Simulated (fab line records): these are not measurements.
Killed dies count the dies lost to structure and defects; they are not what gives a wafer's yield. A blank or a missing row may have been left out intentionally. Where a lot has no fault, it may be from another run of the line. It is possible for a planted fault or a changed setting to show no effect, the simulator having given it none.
Tool commonality check	flow rit cmos	Lots sampled 15, wafers sampled 45

## WHY THIS WAS OPENED
RIT_ACTIVE_THK_MEAS_04, reading ACTIVE_NITRIDE_THK: flagged on 3 of 15 lots. Wafers without a fault read 149.7 nm, standard deviation 1.4.
Rule: a lot gets a flag if all its wafers with a number sit over 4 standard deviations from that mean, or if no wafer of it has a number. As for the other lots, they are considered sound.

lot	measured	on	ACTIVE_NITRIDE_THK (nm), wafer by wafer	flag
L288	day 1 15:32	film metro-01	151.0 151.6 151.7	
L290	day 1 23:32	film metro-02	149.1 149.9 148.5	
L291	day 2 04:32	film metro-04	149.7 149.5 149.8	
L292	day 2 09:32	film metro-01	148.0 149.4 149.3	
L293	day 2 15:43	film metro-02	152.3 150.3 151.3	
L294	day 2 19:32	film metro-01	149.7 149.0 151.2	
L296	day 3 06:02	film metro-04	250.9 250.3 250.2	FLAGGED
L297	day 3 11:00	film metro-04	253.8 252.5 254.5	FLAGGED
L298	day 3 15:56	film metro-02	251.8 249.9 250.1	FLAGGED
L303	day 4 16:32	film metro-04	150.8 151.0 151.3	
L305	day 5 02:32	film metro-01	147.3 148.0 149.2	
L307	day 5 12:32	film metro-02	149.7 149.4 150.5	
L309	day 5 23:58	film metro-02	149.7 150.0 149.8	
L310	day 6 04:04	film metro-01	151.3 151.0 150.3	
L311	day 6 09:19	film metro-04	149.0 150.2 149.6	
The mean of the flagged lots' numbers is 251.6 nm, +101.9 nm from the usual (+73 standard deviations).

## TOOL THAT RAN EACH LOT
The record holds 1 process step before the reading, out of a route of 202 steps. Every cell lists first the tool, next ch and the chambers used by the sampled wafers, and last the start.
lot	flag	RIT_ACTIVE_CVD_03
L288		lpcvd-02 ch 0, day 1 14:07
L290		lpcvd-01 ch 1, day 1 22:07
L291		lpcvd-01 ch 1, day 2 03:07
L292		lpcvd-01 ch 0, day 2 08:07
L293		lpcvd-01 ch 0, day 2 13:35
L294		lpcvd-02 ch 1, day 2 18:07
L296	FLAGGED	lpcvd-01 ch 1, day 3 04:38
L297	FLAGGED	lpcvd-01 ch 1, day 3 09:35
L298	FLAGGED	lpcvd-01 ch 0, day 3 14:32
L303		lpcvd-02 ch 1, day 4 15:07
L305		lpcvd-02 ch 1, day 5 01:07
L307		lpcvd-02 ch 1, day 5 11:07
L309		lpcvd-02 ch 0, day 5 22:32
L310		lpcvd-01 ch 0, day 6 02:38
L311		lpcvd-02 ch 0, day 6 07:12
These steps, and what they do:
- RIT_ACTIVE_CVD_03: deposits Si3N4 from SiH2Cl2/NH3, target thk 150 nm, time 1500 s.
- RIT_ACTIVE_THK_MEAS_04

## FLAGGED AGAINST TOTAL, ONE TOOL AT A TIME (gauges that did the reading follow at the end)
step	tool	lots run	flagged	share of the flagged lots	sound lots run after its first flagged lot
RIT_ACTIVE_CVD_03	lpcvd-01	8	3	all	1 (L310)
RIT_ACTIVE_CVD_03	lpcvd-02	7	0	none	-
RIT_ACTIVE_THK_MEAS_04	film metro-01	5	0	none	-
RIT_ACTIVE_THK_MEAS_04	film metro-02	5	1	some	2 (L307,L309)
RIT_ACTIVE_THK_MEAS_04	film metro-04	5	2	some	2 (L303,L311)

## THE TABLE: WHAT IT ALLOWS
1 row of the table ran every flagged lot: lpcvd-01 at RIT_ACTIVE_CVD_03.
- lpcvd-01 at RIT_ACTIVE_CVD_03 ran 8 lots, 3 of them flagged. Sound lots ran on it after the first flagged one (L310), which a lasting fault on the whole tool wouldn't allow. Its own readings (spike tc centre C, spike tc load C, spike tc source C, susceptor temp C) fall more than 4 standard deviations out on all wafers of the flagged lots.
There is no row in the table that ran each flagged lot and no sound lot after the first.

## WHAT WAS PUT IN BY THE SIMULATOR
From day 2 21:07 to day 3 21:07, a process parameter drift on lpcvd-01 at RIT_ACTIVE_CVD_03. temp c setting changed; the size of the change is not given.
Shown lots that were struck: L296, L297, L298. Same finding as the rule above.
